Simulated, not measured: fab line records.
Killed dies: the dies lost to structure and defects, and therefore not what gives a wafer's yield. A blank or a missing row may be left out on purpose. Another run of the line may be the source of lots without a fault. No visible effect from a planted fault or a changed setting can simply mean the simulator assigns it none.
The same fault as seen by 2 desks	flow rit cmos	numbers are kept per desk, each desk with only its own; the story behind them comes last

== METROLOGY DESK ==
Means of the sampled wafers that have a number, per lot and without regard to the tool the lot ran on: this is what the gauges read. Any lot whose mean is over 4 standard deviations away from the usual mean is out of limits and marked OUT; that distance is given in the brackets. It has 10 readings, of which 7 appear: the earliest out of limits, and the ones furthest out on some lot.
Columns: A = PSD_RS at RIT_SDANNEAL_RS_MEAS_04, usual 115.80 ohm/sq; B = PLDD_RS at RIT_SDANNEAL_RS_MEAS_06, usual 178.5 ohm/sq; C = NLDD_RS at RIT_SDANNEAL_RS_MEAS_07, usual 151.5 ohm/sq; D = SILICIDE_TI_THK at RIT_SILICIDE_THK_MEAS_03, usual 29.9 nm; E = CONTACT_TEOS_THK at RIT_CONTACT_THK_MEAS_01, usual 398 nm; F = cd nm at RIT_CONTACT_CD_MEAS_08, usual 999.9 nm; G = CONTACT_OVL at RIT_CONTACT_OVL_MEAS_09, usual -0.9 nm
lot	first seen here	A	B	C	D	E	F	G
L225	day 3 22:04	116.08	179.6	150.1	29.5	400	997.9	-0.2
L229	day 4 19:04	115.88	178.2	151.4	29.2	402	1000.7	0.7
L236	day 6 07:07	115.30	177.8	151.3	29.7	403	1003.2	2.4
L237	day 6 10:03	115.75	178.0	151.1	29.6	504 (+18) OUT	999.0	-0.8
L240	day 7 02:10	115.91	178.5	151.4	30.1	499 (+17) OUT	999.2	-1.6
L244	day 7 21:31	115.67	178.1	151.6	29.9	398	1003.0	-2.0
Finding of this desk: L237, L240 out of limits, first seen on L237 at day 6 11:06 (CONTACT_TEOS_THK at RIT_CONTACT_THK_MEAS_01). L225, L229, L236, L244 stayed within limits.

== FOR THE TOOL OWNER'S DESK: pecvd-04 ==
The tool's own readings at RIT_CONTACT_CVD_00 (deposits SiO2 from TEOS, target thk 400 nm, time 61 s): means of the sampled wafers that have a number, for each lot that ran on this tool. Any lot whose mean is over 4 standard deviations away from the usual mean is out of limits and marked OUT; that distance is given in the brackets.
Columns: A = heater power w at RIT_CONTACT_CVD_00, usual 292 W
lot	first seen here	A
L225	day 3 23:02	282
L237	day 6 11:03	383
L240	day 7 03:10	416
Finding of this desk: none of the 3 lots has anything out of limits.

== TAKEN TOGETHER ==
On L237, L240, the metrology desk was in a position to raise an alarm at day 6 11:06.
The tool owner's desk saw nothing out of limits.
The tool owner's desk has L237, L240 on record, within its limits.
The lots listed all ran RIT_CONTACT_CVD_00 on pecvd-04.

== WHAT HAD BEEN PUT IN BY THE SIMULATOR ==
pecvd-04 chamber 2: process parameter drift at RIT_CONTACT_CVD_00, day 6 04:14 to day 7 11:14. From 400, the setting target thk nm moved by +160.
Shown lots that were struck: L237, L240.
Per desk, hours elapsed from the start of the fault to the first reading out of limits: for the metrology desk, 7.
